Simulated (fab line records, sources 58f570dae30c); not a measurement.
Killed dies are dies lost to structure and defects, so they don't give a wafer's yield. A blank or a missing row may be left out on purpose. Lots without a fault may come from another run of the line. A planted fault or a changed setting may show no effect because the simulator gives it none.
Problem report in the 8D (eight disciplines) form, filled by code | flow berkeley_cmos170 | the parts of the form that need people (team, actions taken, sign-off) are left out

1. THE PROBLEM
V1_OVL at UCB170_V1_OVL_MEAS_13 reads a mean of 171 nm on 12 wafers of 4 lots; wafers without a fault read -1 nm with a standard deviation of 5.8. That is +30 standard deviations from the usual mean.
First seen on wafer L490.1, day 12 02:11, on overlay-02. The record holds 48 wafers of 16 lots with a number at this step. Rule for "out", or "out of limits": more than 4 standard deviations from the usual mean. The other wafers with a number count as sound.

2. WHAT IT IS AND WHAT IT IS NOT
question                    | is                     | is not
which readings at this step | V1_OVL                 | -
which lots                  | L490, L491, L492, L493 | L477, L479, L480, L482, L483, L484, L486, L487, L488, L489, L495, L498
which wafers of those lots  | all that have a number | -
read on which gauges        | overlay-02             | overlay-01
when                        | from day 12 02:11      | up to then (30 sound wafers); but 6 sound wafers of L495, L498 came after

3. SUSPECTS, AND WHAT RULES EACH OUT
Counting: a tool at a process step up to the reading stays a suspect if it ran every lot that is out and no sound lot after the first of them.
- the gauge at UCB170_V1_OVL_MEAS_13: kept. All the wafers that are out were read on overlay-02, and no step on other tools shows them out.
- krf_scanner-01 at UCB170_V1_EXPOSE_09 (exposes mask VIA1, target cd 700 nm): kept. It ran every lot that is out, first L490 (day 12 01:06), and no sound lot after that; its last sound lot up to then is L489 (day 11 11:40).
Left after counting: krf_scanner-01 at UCB170_V1_EXPOSE_09, overlay-02 at UCB170_V1_OVL_MEAS_13.

4. THE CAUSE (what the simulator had put in)
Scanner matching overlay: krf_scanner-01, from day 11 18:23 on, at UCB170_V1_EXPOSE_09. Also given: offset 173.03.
Counting left 2 suspects, and this tool is among them.

5. THE CHAIN OF EFFECTS, in route order
Each row: a reading whose mean over the struck wafers that have a number lies more than 3 standard deviations from the usual. Only readings for which the record gives a usual standard deviation are gone through. hours: the time from each lot's start at the first step in this table that gives one to its start at this step, as a median over the lots. sigmas: the change in usual standard deviations.
hours | step                  | reading | usual | on struck wafers | change | sigmas
0     | UCB170_V1_OVL_MEAS_13 | V1_OVL  | -1 nm | 171              | +172   | +30

6. WHAT WOULD HAVE CAUGHT IT SOONER
In this record the first reading out of limits at a measuring or inspecting step was taken at day 12 02:11, 8 hours after the fault began at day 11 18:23.
Of the tool readings at UCB170_V1_EXPOSE_09 for which the record gives a usual standard deviation, none was out on any struck wafer, so an alarm limit of 4 standard deviations on them would not have fired.
Of the lots that are out (4), L491, L493, L492 began UCB170_V1_EXPOSE_09 on krf_scanner-01 after day 12 02:11. A hold on the tool at that time would have spared those 3.
